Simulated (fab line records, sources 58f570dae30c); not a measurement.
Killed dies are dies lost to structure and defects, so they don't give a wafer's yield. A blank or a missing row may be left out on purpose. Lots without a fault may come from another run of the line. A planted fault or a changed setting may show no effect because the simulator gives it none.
A struck lot beside a sound one | flow berkeley_cmos170 | 14 steps out of a route of 331
Sound: wafers L131.1, L131.4, L131.5. Struck: wafers L133.1, L133.4, L133.5. The cause comes at the end.
At each step with rows: each side's tool, then ch and its chambers, then its first start. Under that, the readings that differ: sound wafers | struck wafers | difference of the means | sigmas: that difference in standard deviations of wafers without a fault.
alike: readings whose means differ by less than 2 such deviations, and words and numbers that are the same on both sides. not compared: withheld readings, readings that some wafer has no value for, bounds like >300 that may hide the same value, and numbers for which the record gives no deviation and whose values overlap.
The two part at a step that has a row with sigmas, a row that says differs or no value, or rows on one side only. Numbers that don't overlap but have no deviation are shown without sigmas and don't part them. A reading that every wafer of one side lacks parts them only if that side has two wafers or more.

first, 1 step without rows for these wafers: UCB170_GATE_DEVELOP_11 (develop time 45 s).
UCB170_GATE_CD_MEAS_12: target cd 350 nm.
  sound on cd_sem-01, day 8 16:32; struck on cd_sem-02, day 8 20:53
  alike: cd_nm
UCB170_GATE_OVL_MEAS_13:
  sound on overlay-02, day 8 16:39; struck on overlay-02, day 8 21:01
  reading       | sound      | struck | difference | sigmas
  GATE_OVL (nm) | -12 -6 -12 | 6 6 2  | +15        | +3
UCB170_GATE_ETCH_14: etches BARC in N2/H2.
  sound on rie_diel-04 ch 1,2, day 8 16:41; struck on rie_diel-02 ch 1,2, day 8 21:02
  reading             | sound            | struck         | difference | sigmas
  n2_flow_sccm (sccm) | 100.7 99.9 100.3 | 99.8 99.3 99.6 | -0.7       | -2
  alike: drypump_motor_current_A, oes_product_au, throttle_valve_pct
UCB170_GATE_ETCH_15: etches poly-Si in HBr/Cl2, stops on SiO2, time 56.3 s, target depth 278.2 nm.
  sound on rie_si-02 ch 0,2,3, day 8 16:44; struck on rie_si-01 ch 1,2,3, day 8 21:05
  reading               | sound             | struck            | difference | sigmas
  oes_product_au (a.u.) | 0.837 0.850 0.856 | 0.808 0.816 0.786 | -0.044     | -3
  alike: HBr_flow_sccm, drypump_motor_current_A, throttle_valve_pct
  not compared: rf_hours_counter_h
UCB170_GATE_STRIP_16: strips in O2.
  sound on plasma_asher-01 ch 0,1, day 8 16:47; struck on plasma_asher-03 ch 0,1, day 8 21:08
  alike: drypump_motor_current_A, oes_product_au
  not compared: rf_hours_counter_h
UCB170_GATE_CD_MEAS_90: target cd 350 nm.
  sound on cd_sem-01, day 8 16:53; struck on cd_sem-01, day 8 21:14
  alike: cd_nm
then, 5 steps without rows for these wafers: UCB170_GATE_CLEAN_17 (cleans in SPM, time 600 s); UCB170_PLDD_HMDS_00 (prime time 60 s); UCB170_PLDD_COAT_01 (resist thk 900 nm); UCB170_PLDD_SOFTBAKE_02 (time 60 s); UCB170_PLDD_EXPOSE_03 (exposes mask PSELECT, target cd 1200 nm).
UCB170_PLDD_PEB_04:
  sound on litho_track-02 ch 0, day 8 20:53; struck on litho_track-02, day 8 22:32
  no value came back on the struck wafers for chill_plate_temp_C (C), exhaust_pa (Pa); on the sound wafers chill_plate_temp_C (C) reads 22.84 22.94 22.88
then, 1 step without rows for these wafers: UCB170_PLDD_DEVELOP_05 (develop time 45 s).

WHERE THEY PART
First at UCB170_GATE_OVL_MEAS_13; last, within this record, at UCB170_PLDD_PEB_04.

WHY: what the simulator had put in
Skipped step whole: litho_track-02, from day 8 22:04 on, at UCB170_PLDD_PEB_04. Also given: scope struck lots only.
